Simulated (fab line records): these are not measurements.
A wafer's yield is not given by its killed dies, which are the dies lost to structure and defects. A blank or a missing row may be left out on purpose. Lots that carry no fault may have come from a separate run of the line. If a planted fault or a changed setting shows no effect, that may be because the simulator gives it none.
The tool behind it: which one?	flow ritCmos	Sampling: 14 lots, 42 wafers, 2 of 202 route steps

## WHAT EACH GAUGE READ, for each wafer
The record lacks any reading of a measuring or inspecting step that a usual standard deviation could be used to judge.

## WHICH TOOL RAN EACH LOT (tool, then ch and the chambers of the sampled wafers, then the start)
lot	RIT_NSD_SOFTBAKE_02	RIT_M1_PROBE_99
L309	lithoTrack-01 ch 0, day 3 02:07	-
L310	lithoTrack-01 ch 0, day 3 04:55	-
L311	lithoTrack-02 ch 0, day 3 09:47	-
L312	lithoTrack-04 ch 0, day 3 17:40	-
L314	lithoTrack-02 ch 0, day 4 06:34	-
L315	lithoTrack-04 ch 0, day 4 08:40	-
L316	lithoTrack-02 ch 0, day 4 11:22	prober-01, day 4 22:08
L319	lithoTrack-02 ch 0, day 5 05:24	-
L321	lithoTrack-01 ch 0, day 5 17:11	-
L322	lithoTrack-01 ch 0, day 5 19:09	-
L326	lithoTrack-02 ch 0, day 6 12:39	-
L327	lithoTrack-04 ch 0, day 6 18:53	-
L329	lithoTrack-04 ch 0, day 7 07:59	-
L332	lithoTrack-02 ch 0, day 7 23:22	-
- RIT_NSD_SOFTBAKE_02: time 60 s.
- RIT_M1_PROBE_99

## WHAT THE TOOLS THEMSELVES READ (means of the sampled wafers that have a number; where no wafer has one, the mark that the record gives instead)
RIT_NSD_SOFTBAKE_02. Usual: chillPlateTempC 23.00 C, standard deviation 0.11; heaterPowerTotalW 34.56 W, standard deviation 0.049; plateTempC 89.98 C, standard deviation 0.13.
lot	tool	chillPlateTempC (C)	heaterPowerTotalW (W)	plateTempC (C)	flag
L309	lithoTrack-01	22.92	34.57	90.15	
L310	lithoTrack-01	22.95	34.53	90.01	
L311	lithoTrack-02	23.08	34.49	90.02	
L312	lithoTrack-04	22.99	34.51	89.90	
L314	lithoTrack-02	23.01	34.55	89.93	
L315	lithoTrack-04	22.85	34.54	90.11	
L316	lithoTrack-02	23.09	34.55	90.19	
L319	lithoTrack-02	22.98	34.56	89.81	
L321	lithoTrack-01	23.12	33.60	88.17	OFF
L322	lithoTrack-01	22.96	33.59	88.13	OFF
L326	lithoTrack-02	23.04	34.57	89.99	
L327	lithoTrack-04	23.07	34.57	90.01	
L329	lithoTrack-04	23.13	34.57	90.12	
L332	lithoTrack-02	23.02	34.53	90.05	

RIT_M1_PROBE_99. Usual: killedAtContacts 0.0, standard deviation 0.2; killedAtFrontEnd 6.6, standard deviation 2.9; killedDies 6.6, standard deviation 3; killedOpen 3.4, standard deviation 2; killedShort 3.2, standard deviation 2.
lot	tool	killedAtContacts	killedAtFrontEnd	killedDies	killedOpen	killedShort	flag
L316	prober-01	0.0	5.3	5.3	3.0	2.3	

## THE ANSWER, worked out from the rows above alone
Rule: a lot counts as off when the mean over its wafers that have a number is more than 3 standard deviations away from the usual mean. Also off: a lot with no number at a reading for which 4 or more lots have one. All remaining lots with rows at the step are treated as sound. After the gauges, taken in route order, come the tools' own readings; for these a lot's mean is taken, as printed above. The first step at which some lot is off is used, and at that step the reading that is off furthest; a lot without a number counts as furthest.
Off: L321, L322, at RIT_NSD_SOFTBAKE_02 (heaterPowerTotalW).
A tool fits if, at that step or a process step before it, it ran every lot that is off, and no sound lot after the first of them. One fits: lithoTrack-01 at RIT_NSD_SOFTBAKE_02. A fault onset in the window from L310 (day 3 04:55, its last sound lot) to L321 (day 5 17:11, its first lot off) fits.
The tool's own readings at RIT_NSD_SOFTBAKE_02 bear it out: on the lots that are off they differ by more than 5 times the standard deviation of the sound lots' means. heaterPowerTotalW reads 33.59 W there against 34.55 W on the sound lots; plateTempC reads 88.15 C there against 90.02 C on the sound lots.

## WHAT WAS PUT IN BY THE SIMULATOR
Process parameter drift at RIT_NSD_SOFTBAKE_02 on lithoTrack-01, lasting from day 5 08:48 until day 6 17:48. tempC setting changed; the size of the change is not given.
Lots struck among those shown: L321, L322. This agrees with what the rule above found.
